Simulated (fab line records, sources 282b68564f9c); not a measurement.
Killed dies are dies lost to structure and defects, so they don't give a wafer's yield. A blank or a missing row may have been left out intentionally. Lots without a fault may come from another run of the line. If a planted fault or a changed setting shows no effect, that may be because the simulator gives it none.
Lot-split experiment :: flow ritCmos :: on a route of 202 steps: 5 lots, 23 wafers read

## ON THE SPLIT
At RIT_CONTACT_DEVELOP_07 (develop time 120 s), the setting developTimeS was moved away from the recipe's 120 s on 12 of the 23 wafers read, by -12.2% to +11.7%. All remaining wafers had this setting at the recipe value.

Between the split and the reading, the file records no step.

## THE READING
Shown in nm: cdNm at RIT_CONTACT_CD_MEAS_08, with target cd 1000 nm. Typical for fault-free wafers on this fab line: 999.9 nm, with standard deviation 2.5 nm.

wafer: L074.1
tool, chamber at the split: lithoTrack-01, 0
developTimeS as run, s: 120
against the recipe: recipe
cdNm, nm: 1000.2
against lot-mates on the recipe: -

wafer: L074.2
tool, chamber at the split: lithoTrack-01, 0
developTimeS as run, s: 105.4
against the recipe: -12.2%
cdNm, nm: 991.1
against lot-mates on the recipe: -9.8

wafer: L074.3
tool, chamber at the split: lithoTrack-01, 0
developTimeS as run, s: 120
against the recipe: recipe
cdNm, nm: 1001.5
against lot-mates on the recipe: -

wafer: L074.5
tool, chamber at the split: lithoTrack-01, 0
developTimeS as run, s: 105.4
against the recipe: -12.2%
cdNm, nm: 988.6
against lot-mates on the recipe: -12.2

wafer: L074.6
tool, chamber at the split: lithoTrack-01, 0
developTimeS as run, s: 105.4
against the recipe: -12.2%
cdNm, nm: 988.9
against lot-mates on the recipe: -12.0

wafer: L075.1
tool, chamber at the split: lithoTrack-02, 0
developTimeS as run, s: 120
against the recipe: recipe
cdNm, nm: 995.4
against lot-mates on the recipe: -

wafer: L075.2
tool, chamber at the split: lithoTrack-02, 0
developTimeS as run, s: 132.3
against the recipe: +10.3%
cdNm, nm: 1004.7
against lot-mates on the recipe: +8.9

wafer: L075.4
tool, chamber at the split: lithoTrack-02, 0
developTimeS as run, s: 132.3
against the recipe: +10.3%
cdNm, nm: 1002.9
against lot-mates on the recipe: +7.1

wafer: L075.5
tool, chamber at the split: lithoTrack-02, 0
developTimeS as run, s: 120
against the recipe: recipe
cdNm, nm: 996.2
against lot-mates on the recipe: -

wafer: L075.6
tool, chamber at the split: lithoTrack-02, 0
developTimeS as run, s: 132.3
against the recipe: +10.3%
cdNm, nm: 1004.3
against lot-mates on the recipe: +8.5

wafer: L076.2
tool, chamber at the split: lithoTrack-01, 0
developTimeS as run, s: 120
against the recipe: recipe
cdNm, nm: 1002.9
against lot-mates on the recipe: -

wafer: L076.3
tool, chamber at the split: lithoTrack-01, 0
developTimeS as run, s: 120
against the recipe: recipe
cdNm, nm: 1002.6
against lot-mates on the recipe: -

wafer: L076.4
tool, chamber at the split: lithoTrack-01, 0
developTimeS as run, s: 134
against the recipe: +11.7%
cdNm, nm: 1011.2
against lot-mates on the recipe: +8.5

wafer: L076.5
tool, chamber at the split: lithoTrack-01, 0
developTimeS as run, s: 134
against the recipe: +11.7%
cdNm, nm: 1013.1
against lot-mates on the recipe: +10.4

wafer: L076.6
tool, chamber at the split: lithoTrack-01, 0
developTimeS as run, s: 134
against the recipe: +11.7%
cdNm, nm: 1013.3
against lot-mates on the recipe: +10.5

wafer: L080.1
tool, chamber at the split: lithoTrack-01, 0
developTimeS as run, s: 120
against the recipe: recipe
cdNm, nm: 1000.7
against lot-mates on the recipe: -

wafer: L080.3
tool, chamber at the split: lithoTrack-01, 0
developTimeS as run, s: 120
against the recipe: recipe
cdNm, nm: 1001.2
against lot-mates on the recipe: -

wafer: L080.4
tool, chamber at the split: lithoTrack-01, 0
developTimeS as run, s: 115.1
against the recipe: -4.1%
cdNm, nm: 997.7
against lot-mates on the recipe: -3.2

wafer: L080.5
tool, chamber at the split: lithoTrack-01, 0
developTimeS as run, s: 115.1
against the recipe: -4.1%
cdNm, nm: 997.8
against lot-mates on the recipe: -3.2

wafer: L080.6
tool, chamber at the split: lithoTrack-01, 0
developTimeS as run, s: 115.1
against the recipe: -4.1%
cdNm, nm: 997.6
against lot-mates on the recipe: -3.4

wafer: L081.2
tool, chamber at the split: lithoTrack-01, 0
developTimeS as run, s: 120
against the recipe: recipe
cdNm, nm: 996.5
against lot-mates on the recipe: -

wafer: L081.3
tool, chamber at the split: lithoTrack-01, 0
developTimeS as run, s: 120
against the recipe: recipe
cdNm, nm: 997.4
against lot-mates on the recipe: -

wafer: L081.5
tool, chamber at the split: lithoTrack-01, 0
developTimeS as run, s: 120
against the recipe: recipe
cdNm, nm: 995.8
against lot-mates on the recipe: -

FIT RESULTS
A straight line over all 23 wafers: cdNm changes by +0.805 nm for each +1% of developTimeS; r = +0.90; the points scatter about the line by 2.9 nm.
The same after taking each lot's own level away (the mean of its wafers on the recipe; 23 wafers): +0.862 nm for each +1%; r = +0.99; scatter 0.81 nm.
According to that fit, moving developTimeS by its largest amount changes the reading by 10 nm.
The span of the lots' own levels, 995.80 to 1002.75 nm, comes to 2.8 times the standard deviation stated above.
The two slopes are in agreement: the lot-to-lot level therefore moves the slope only a little.
Check: -10.9 nm against its lot-mates is what the line predicts for one of the wafers moved furthest among these (-12.2%) when that wafer is left out of the fit. It came out at -9.75 nm against them.

## ADDITIONAL SPLITS CARRIED BY THESE WAFERS
Other splits were also applied to these wafers ahead of the reading. Each is held against what the fit with the lots' levels taken away leaves over:
other split on the same wafers: RIT_ACTIVE_COAT_06 resistThkNm
wafers away from the commonest value: 4
r with cdNm (lot level and that fit taken away): -0.04

other split on the same wafers: RIT_ACTIVE_DEVELOP_10 developTimeS
wafers away from the commonest value: 8
r with cdNm (lot level and that fit taken away): +0.05

other split on the same wafers: RIT_NWELL_COAT_01 resistThkNm
wafers away from the commonest value: 7
r with cdNm (lot level and that fit taken away): -0.13

other split on the same wafers: RIT_NWELL_SOFTBAKE_02 timeS
wafers away from the commonest value: 6
r with cdNm (lot level and that fit taken away): +0.01

other split on the same wafers: RIT_PWELL_COAT_01 resistThkNm
wafers away from the commonest value: 6
r with cdNm (lot level and that fit taken away): -0.19

other split on the same wafers: RIT_GATE_CVD_08 pressureMtorr
wafers away from the commonest value: 10
r with cdNm (lot level and that fit taken away): +0.13

other split on the same wafers: RIT_GATE_DEVELOP_15 devTempC
wafers away from the commonest value: 8
r with cdNm (lot level and that fit taken away): -0.11

other split on the same wafers: RIT_NLDD_COAT_01 resistThkNm
wafers away from the commonest value: 9
r with cdNm (lot level and that fit taken away): +0.24

other split on the same wafers: RIT_SPACER_ETCHBACK_05 timeS
wafers away from the commonest value: 7
r with cdNm (lot level and that fit taken away): +0.18

other split on the same wafers: RIT_PSD_IMPLANT_08 tiltDeg
wafers away from the commonest value: 5
r with cdNm (lot level and that fit taken away): -0.22

## THE FILE'S OWN FIT
cdNm changes by +0.858 nm for each +1% of developTimeS, r = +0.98.
